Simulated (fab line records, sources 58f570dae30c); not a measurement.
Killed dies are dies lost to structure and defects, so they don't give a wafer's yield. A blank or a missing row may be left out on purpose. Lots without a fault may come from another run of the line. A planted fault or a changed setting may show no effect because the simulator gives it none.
Which tool did it? | flow berkeley_cmos170 | 14 lots, 42 wafers sampled, at 7 steps of a route of 331

WHAT THE GAUGES READ, wafer by wafer
UCB170_WELLDRIVE_THK_MEAS_02. Usual: WELLDRIVE_OXIDE_THK 200 nm, standard deviation 3.1.
lot  | measured    | on            | WELLDRIVE_OXIDE_THK (nm) | flag
L205 | day 4 01:30 | film_metro-01 | 204 204 202              |
L208 | day 4 13:11 | film_metro-01 | 202 202 202              |
L207 | day 4 13:13 | film_metro-03 | 205 204 204              |
L210 | day 5 05:59 | film_metro-01 | 200 199 200              |
L209 | day 5 05:59 | film_metro-04 | 197 201 197              |
L212 | day 6 03:49 | film_metro-04 | 199 194 199              |
L215 | day 6 12:05 | film_metro-01 | 195 196 195              |
L216 | day 6 18:26 | film_metro-03 | 199 200 197              |
L218 | day 6 18:28 | film_metro-04 | 198 197 198              |
L219 | day 7 09:10 | film_metro-01 | 202 202 200              |
L223 | day 7 09:10 | film_metro-04 | 201 201 199              |
L222 | day 7 09:13 | film_metro-01 | 202 198 198              |
L220 | day 7 15:32 | film_metro-03 | 199 199 201              |
L227 | day 8 15:02 | film_metro-03 | 193 194 195              |

UCB170_SDANNEAL_RS_MEAS_02: measures by four-point-probe. Usual: PSD_RS 75.6 ohm/sq, standard deviation 0.32.
lot  | measured     | on            | PSD_RS (ohm/sq) | flag
L205 | day 8 08:55  | film_metro-03 | 75.6 75.4 75.4  |
L208 | day 8 12:02  | film_metro-02 | 75.9 75.9 75.4  |
L207 | day 8 12:31  | film_metro-02 | 76.0 75.9 75.7  |
L210 | day 9 00:41  | film_metro-03 | 75.4 75.4 75.4  |
L209 | day 9 00:15  | film_metro-01 | 75.4 75.5 75.5  |
L212 | day 9 23:59  | film_metro-02 | 75.5 75.7 75.2  |
L215 | day 10 14:54 | film_metro-02 | 76.2 76.2 76.1  |
L216 | day 10 13:33 | film_metro-02 | 75.5 76.0 75.9  |
L218 | day 10 08:20 | film_metro-03 | 74.9 75.0 74.9  |
L219 | day 11 07:08 | film_metro-02 | 56.7 56.7 56.7  | OFF
L223 | day 11 06:34 | film_metro-03 | 75.8 75.5 75.9  |
L222 | day 11 06:50 | film_metro-01 | 56.7 56.8 56.8  | OFF
L220 | day 11 17:52 | film_metro-02 | 75.0 74.9 75.1  |
L227 | day 12 08:08 | film_metro-03 | 75.3 75.8 75.2  |

UCB170_SDANNEAL_RS_MEAS_03: measures by four-point-probe. Usual: NSD_RS 37.29 ohm/sq, standard deviation 0.1.
lot  | measured     | on            | NSD_RS (ohm/sq)   | flag
L205 | day 8 09:02  | film_metro-03 | 37.27 37.23 37.29 |
L208 | day 8 12:09  | film_metro-02 | 37.38 37.30 37.25 |
L207 | day 8 12:38  | film_metro-02 | 37.42 37.42 37.42 |
L210 | day 9 00:48  | film_metro-03 | 37.13 37.25 37.15 |
L209 | day 9 00:22  | film_metro-01 | 37.28 37.35 37.43 |
L212 | day 10 00:06 | film_metro-02 | 37.40 37.29 37.38 |
L215 | day 10 15:01 | film_metro-02 | 37.39 37.37 37.40 |
L216 | day 10 13:40 | film_metro-02 | 37.30 37.48 37.35 |
L218 | day 10 08:28 | film_metro-03 | 37.30 37.41 37.19 |
L219 | day 11 07:15 | film_metro-02 | 31.36 31.31 31.37 | OFF
L223 | day 11 06:41 | film_metro-03 | 37.44 37.34 37.39 |
L222 | day 11 06:57 | film_metro-01 | 31.54 31.45 31.44 | OFF
L220 | day 11 17:59 | film_metro-02 | 37.22 37.23 37.23 |
L227 | day 12 08:15 | film_metro-03 | 37.10 37.24 37.22 |

UCB170_SDANNEAL_RS_MEAS_04: measures by four-point-probe. Usual: PLDD_RS 1032 ohm/sq, standard deviation 3.1.
lot  | measured     | on            | PLDD_RS (ohm/sq) | flag
L205 | day 8 09:09  | film_metro-03 | 1030 1030 1030   |
L208 | day 8 12:16  | film_metro-02 | 1035 1036 1032   |
L207 | day 8 12:45  | film_metro-02 | 1036 1036 1038   |
L210 | day 9 00:55  | film_metro-03 | 1029 1034 1033   |
L209 | day 9 00:29  | film_metro-01 | 1034 1032 1033   |
L212 | day 10 00:13 | film_metro-02 | 1037 1035 1035   |
L215 | day 10 15:08 | film_metro-02 | 1033 1033 1034   |
L216 | day 10 13:47 | film_metro-02 | 1034 1036 1036   |
L218 | day 10 08:35 | film_metro-03 | 1030 1030 1029   |
L219 | day 11 07:22 | film_metro-02 | 968 965 968      | OFF
L223 | day 11 06:49 | film_metro-03 | 1030 1026 1029   |
L222 | day 11 07:04 | film_metro-01 | 966 962 962      | OFF
L220 | day 11 18:07 | film_metro-02 | 1034 1035 1033   |
L227 | day 12 08:22 | film_metro-03 | 1030 1032 1030   |

UCB170_V2_THK_MEAS_04. Usual: V2_POLISHED_THK 1000.3 nm, standard deviation 1.3.
lot  | measured     | on            | V2_POLISHED_THK (nm) | flag
L205 | day 9 03:26  | film_metro-01 | 1002.8 999.3 1001.3  |
L208 | day 9 06:58  | film_metro-01 | 1001.5 1001.4 1001.0 |
L207 | day 9 06:40  | film_metro-04 | 1001.3 998.3 1001.9  |
L210 | day 9 18:17  | film_metro-01 | 1000.1 1003.4 999.7  |
L209 | day 9 22:47  | film_metro-01 | 1000.1 998.5 998.9   |
L212 | day 10 15:53 | film_metro-03 | 999.5 999.5 999.8    |
L215 | day 11 11:23 | film_metro-01 | 1000.8 1000.0 1000.0 |
L216 | day 11 09:52 | film_metro-03 | 1001.6 1000.7 1002.9 |
L218 | day 11 01:49 | film_metro-04 | 1000.3 999.7 999.5   |
L219 | day 12 05:17 | film_metro-01 | 1001.6 1000.6 1000.7 |
L223 | day 12 04:40 | film_metro-01 | 1002.9 1000.1 1000.9 |
L222 | day 12 00:58 | film_metro-03 | 998.5 1000.7 999.6   |
L220 | day 12 10:39 | film_metro-01 | 1000.1 998.2 1000.3  |
L227 | day 12 23:40 | film_metro-03 | 997.5 1000.0 997.9   |

WHICH TOOL RAN EACH LOT (tool, then ch and the chambers of the sampled wafers, then the start)
lot  | UCB170_SDANNEAL_RTA_01           | UCB170_V1_STRIP_15
L205 | rtp_anneal-02 ch 0, day 8 08:51  | plasma_asher-01 ch 0,1, day 8 22:03
L208 | rtp_anneal-02 ch 0, day 8 11:59  | plasma_asher-01 ch 0,1, day 9 03:20
L207 | rtp_anneal-01 ch 0, day 8 12:26  | plasma_asher-03 ch 0,1, day 9 02:31
L210 | rtp_anneal-01 ch 0, day 9 00:37  | plasma_asher-03 ch 0,1, day 9 13:47
L209 | rtp_anneal-02 ch 0, day 9 00:11  | plasma_asher-03 ch 0,1, day 9 15:15
L212 | rtp_anneal-01 ch 0, day 9 23:56  | plasma_asher-03 ch 0,1, day 10 11:27
L215 | rtp_anneal-01 ch 0, day 10 14:50 | plasma_asher-02 ch 0,1, day 11 07:27
L216 | rtp_anneal-01 ch 0, day 10 13:30 | plasma_asher-02 ch 0,1, day 11 04:51
L218 | rtp_anneal-02 ch 0, day 10 08:15 | plasma_asher-03 ch 0,1, day 10 20:09
L219 | rtp_anneal-01 ch 0, day 11 07:04 | plasma_asher-03 ch 0,1, day 12 01:20
L223 | rtp_anneal-02 ch 0, day 11 06:20 | plasma_asher-02 ch 0,1, day 12 01:05
L222 | rtp_anneal-01 ch 0, day 11 06:46 | plasma_asher-02 ch 0,1, day 11 21:28
L220 | rtp_anneal-02 ch 0, day 11 17:49 | plasma_asher-01 ch 0,1, day 12 06:01
L227 | rtp_anneal-02 ch 0, day 12 08:04 | plasma_asher-01 ch 0,1, day 12 20:05
- UCB170_SDANNEAL_RTA_01: time 5 s.
- UCB170_V1_STRIP_15: strips in O2.

WHAT THE TOOLS THEMSELVES READ (means of the sampled wafers that have a number; where no wafer has one, the mark that the record gives instead)
UCB170_SDANNEAL_RTA_01. Usual: chamber_o2_ppm 2.001, standard deviation 0.021; lamp_power_pct 32.17 %, standard deviation 0.06; wafer_temp_C_max 1054.0, standard deviation 1.
lot  | tool          | chamber_o2_ppm | lamp_power_pct (%) | wafer_temp_C_max | flag
L205 | rtp_anneal-02 | 2.012          | 32.15              | 1054.7           |
L208 | rtp_anneal-02 | 1.994          | 32.14              | 1053.8           |
L207 | rtp_anneal-01 | 2.004          | 32.23              | 1055.5           |
L210 | rtp_anneal-01 | 1.994          | 32.26              | 1055.3           |
L209 | rtp_anneal-02 | 1.971          | 32.14              | 1053.2           |
L212 | rtp_anneal-01 | 2.017          | 32.22              | 1054.6           |
L215 | rtp_anneal-01 | 2.021          | 32.23              | 1054.6           |
L216 | rtp_anneal-01 | 2.017          | 32.23              | 1053.3           |
L218 | rtp_anneal-02 | 1.996          | 32.13              | 1053.0           |
L219 | rtp_anneal-01 | 2.012          | 32.22              | 1054.7           |
L223 | rtp_anneal-02 | 1.991          | 32.15              | 1054.0           |
L222 | rtp_anneal-01 | 1.996          | 32.23              | 1054.1           |
L220 | rtp_anneal-02 | 2.012          | 32.15              | 1053.6           |
L227 | rtp_anneal-02 | 1.975          | 32.12              | 1053.7           |

UCB170_V1_STRIP_15. Usual: drypump_motor_current_A 5.9 A, standard deviation 0.52; oes_product_au 0.722 a.u., standard deviation 0.0046; strip_time_to_endpoint_s 15.36 s, standard deviation 0.15.
lot  | tool            | drypump_motor_current_A (A) | oes_product_au (a.u.) | strip_time_to_endpoint_s (s) | flag
L205 | plasma_asher-01 | 5.6                         | 0.725                 | 15.42                        |
L208 | plasma_asher-01 | 5.5                         | 0.723                 | 15.41                        |
L207 | plasma_asher-03 | 6.2                         | 0.723                 | 15.38                        |
L210 | plasma_asher-03 | 6.2                         | 0.722                 | 15.51                        |
L209 | plasma_asher-03 | 6.2                         | 0.724                 | 15.45                        |
L212 | plasma_asher-03 | 6.2                         | 0.720                 | 15.30                        |
L215 | plasma_asher-02 | 6.2                         | 0.720                 | 15.64                        |
L216 | plasma_asher-02 | 6.2                         | 0.722                 | 15.43                        |
L218 | plasma_asher-03 | 6.2                         | 0.719                 | 15.54                        |
L219 | plasma_asher-03 | 6.2                         | 0.721                 | 15.37                        |
L223 | plasma_asher-02 | 5.9                         | 0.723                 | 15.29                        |
L222 | plasma_asher-02 | 5.9                         | 0.718                 | 15.27                        |
L220 | plasma_asher-01 | 5.6                         | 0.724                 | 15.39                        |
L227 | plasma_asher-01 | 5.5                         | 0.724                 | 15.42                        |

THE ANSWER, worked out from the rows above alone
Rule: a lot is off if the mean of its wafers that have a number lies more than 3 standard deviations from the usual mean. A lot without any number at a reading at which 4 lots or more have one is off too. The other lots that the step has rows for count as sound. The gauges are gone through in route order, then the tools' own readings, and for those a lot's mean is taken as printed above. The first step at which some lot is off is used, and at that step the reading that is off furthest; a lot without a number counts as furthest.
Off: L219, L222, at UCB170_SDANNEAL_RS_MEAS_02 (PSD_RS).
A tool fits if, at a process step before that reading, it ran every lot that is off, and no sound lot after the first of them. The gauges at UCB170_SDANNEAL_RS_MEAS_02 are tried like those tools. One fits: rtp_anneal-01 at UCB170_SDANNEAL_RTA_01. Its last sound lot is L215 (day 10 14:50), its first lot that is off L222 (day 11 06:46): a fault that began between those two fits.

WHAT THE SIMULATOR HAD PUT IN
Process parameter drift: rtp_anneal-01, from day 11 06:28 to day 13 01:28, at UCB170_SDANNEAL_RTA_01. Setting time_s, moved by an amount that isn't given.
Lots struck among those shown: L219, L222. The rule above found the same.
